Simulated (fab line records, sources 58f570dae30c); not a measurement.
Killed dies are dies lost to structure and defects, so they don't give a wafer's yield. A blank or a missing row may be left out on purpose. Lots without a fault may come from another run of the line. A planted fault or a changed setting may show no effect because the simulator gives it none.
Which tool did it? | flow berkeley_cmos170 | 7 lots, 21 wafers sampled, at 1 step of a route of 331

WHAT THE GAUGES READ, wafer by wafer
UCB170_PSD_OVL_MEAS_07.
lot  | measured     | on         | PSD_OVL (nm)
L229 | day 8 03:10  | overlay-02 | 4 7 -1
L232 | day 8 16:49  | overlay-01 | -3 -7 -3
L233 | day 9 05:11  | overlay-01 | 0 2 2
L236 | day 9 05:28  | overlay-01 | -3 6 1
L235 | day 9 05:50  | overlay-01 | -3 -5 -7
L244 | day 11 13:35 | overlay-02 | 0 2 -4
L250 | day 13 00:35 | overlay-02 | -2 -6 -3

WHICH TOOL RAN EACH LOT (tool, then ch and the chambers of the sampled wafers, then the start)
The record holds no process step before these readings.

THE ANSWER, worked out from the rows above alone
Rule: what is usual is taken from the lots themselves. Put in order of their means at a reading, lots are off if they are a third of the lots or fewer, leave a main group of 4 or more, and stand apart from it by a gap of 3 or more times the standard deviation of the main group's means; of several such gaps the widest counts. A main group whose means are all the same, to the digits that the tables above print for the reading, isn't used. A lot without any number at a reading at which 4 lots or more have one is off too. The other lots that the step has rows for count as sound.
No lot is off at any reading shown: from this, nothing can be told.

WHAT THE SIMULATOR HAD PUT IN
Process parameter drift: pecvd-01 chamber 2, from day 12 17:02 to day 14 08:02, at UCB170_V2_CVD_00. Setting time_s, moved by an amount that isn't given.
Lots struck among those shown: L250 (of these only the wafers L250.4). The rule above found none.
